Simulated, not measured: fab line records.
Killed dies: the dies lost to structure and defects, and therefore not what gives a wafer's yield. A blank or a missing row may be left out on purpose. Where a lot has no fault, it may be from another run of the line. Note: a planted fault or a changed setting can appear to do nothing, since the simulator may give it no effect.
Split-lot trial | flow berkeleyCmos170 | 27 wafers read from 5 lots, route of 331 steps

== ABOUT THE SPLIT ==
At UCB170_NWELL_CVD_04 (deposits Si3N4 from SiH2Cl2/NH3, target thk 224 nm, time 3360 s), the setting timeS was moved away from the recipe's 3360 s on 12 of the 27 wafers read, by -59.6% to -53.4%. This setting was run at the recipe's value on the other wafers.

== FROM THE SPLIT TO THE READING: what the file shows between them, 4 steps ==
- UCB170_NWELL_THK_MEAS_05
- UCB170_NWELL_HMDS_06: prime time 60 s
- UCB170_NWELL_COAT_07: resist thk 900 nm
- UCB170_NWELL_DEVELOP_11: develop time 45 s

== THE READING ==
oesProductAu, in a.u., at UCB170_NWELL_ETCH_13 (etches Si3N4 in CH3F/Ar/O2, stops on SiO2, target depth 246.4 nm, time 154 s). Typical for fault-free wafers on this fab line: 0.940 a.u., with standard deviation 0.016 a.u.

wafer  | tool, chamber at the split | timeS as run, s | against the recipe | oesProductAu, a.u. | against lot-mates on the recipe
L074.2 | lpcvd-02, 1                | 3360            | recipe             | 0.972              | -
L074.3 | lpcvd-02, 1                | 3360            | recipe             | 0.964              | -
L074.4 | lpcvd-02, 1                | 3360            | recipe             | 0.922              | -
L077.1 | -, -                       | 3360            | recipe             | 0.947              | -
L077.2 | -, -                       | 3360            | recipe             | 0.935              | -
L077.3 | -, -                       | 3360            | recipe             | 0.943              | -
L077.4 | -, -                       | 3360            | recipe             | 0.938              | -
L077.5 | -, -                       | 3360            | recipe             | 0.941              | -
L077.6 | -, -                       | 3360            | recipe             | 0.931              | -
L079.1 | -, -                       | 1356            | -59.6%             | 0.613              | no lot-mate on the recipe
L079.2 | -, -                       | 1356            | -59.6%             | 0.616              | no lot-mate on the recipe
L079.3 | -, -                       | 1356            | -59.6%             | 0.592              | no lot-mate on the recipe
L079.4 | -, -                       | 1356            | -59.6%             | 0.600              | no lot-mate on the recipe
L079.5 | -, -                       | 1356            | -59.6%             | 0.593              | no lot-mate on the recipe
L079.6 | -, -                       | 1356            | -59.6%             | 0.625              | no lot-mate on the recipe
L080.1 | -, -                       | 1566            | -53.4%             | 0.623              | no lot-mate on the recipe
L080.2 | -, -                       | 1566            | -53.4%             | 0.631              | no lot-mate on the recipe
L080.3 | -, -                       | 1566            | -53.4%             | 0.633              | no lot-mate on the recipe
L080.4 | -, -                       | 1566            | -53.4%             | 0.639              | no lot-mate on the recipe
L080.5 | -, -                       | 1566            | -53.4%             | 0.635              | no lot-mate on the recipe
L080.6 | -, -                       | 1566            | -53.4%             | 0.627              | no lot-mate on the recipe
L084.1 | -, -                       | 3360            | recipe             | 0.922              | -
L084.2 | -, -                       | 3360            | recipe             | 0.963              | -
L084.3 | -, -                       | 3360            | recipe             | 0.922              | -
L084.4 | -, -                       | 3360            | recipe             | 0.956              | -
L084.5 | -, -                       | 3360            | recipe             | 0.965              | -
L084.6 | -, -                       | 3360            | recipe             | 0.928              | -

FIT RESULTS
A straight line over all 27 wafers: oesProductAu changes by +0.00573 a.u. for each +1% of timeS; r = +1.00; the points scatter about the line by 0.015 a.u.
Too few moved wafers have a lot-mate on the recipe to fit a line with each lot's own level taken away.

== THE WHOLE CHAIN: every reading that the file lists as answering this split, in the file's order ==
step                     | what it does                                                                 | reading                                                                      | change (the file's fit)                   | r (the file's)
UCB170_NWELL_CVD_04      | deposits Si3N4 from SiH2Cl2/NH3, target thk 224 nm, time 3360 s              | Si3N4_of_NWELL_CVD_04.thkNm (the simulator's own value, which no gauge read) | +2.24 nm for each +1% of the setting      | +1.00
UCB170_NWELL_THK_MEAS_05 |                                                                              | NWELL_NITRIDE_THK                                                            | +2.24 for each +1% of the setting         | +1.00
UCB170_NWELL_ETCH_13     | etches Si3N4 in CH3F/Ar/O2, stops on SiO2, target depth 246.4 nm, time 154 s | oesProductAu                                                                 | +0.00573 a.u. for each +1% of the setting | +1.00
UCB170_NWELL_ETCH_13     | etches Si3N4 in CH3F/Ar/O2, stops on SiO2, target depth 246.4 nm, time 154 s | etch.depthNm (the simulator's own value, which no gauge read)                | +2.24 nm for each +1% of the setting      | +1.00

== THE FILE'S OWN FIT ==
oesProductAu changes by +0.00573 a.u. for each +1% of timeS, r = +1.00.
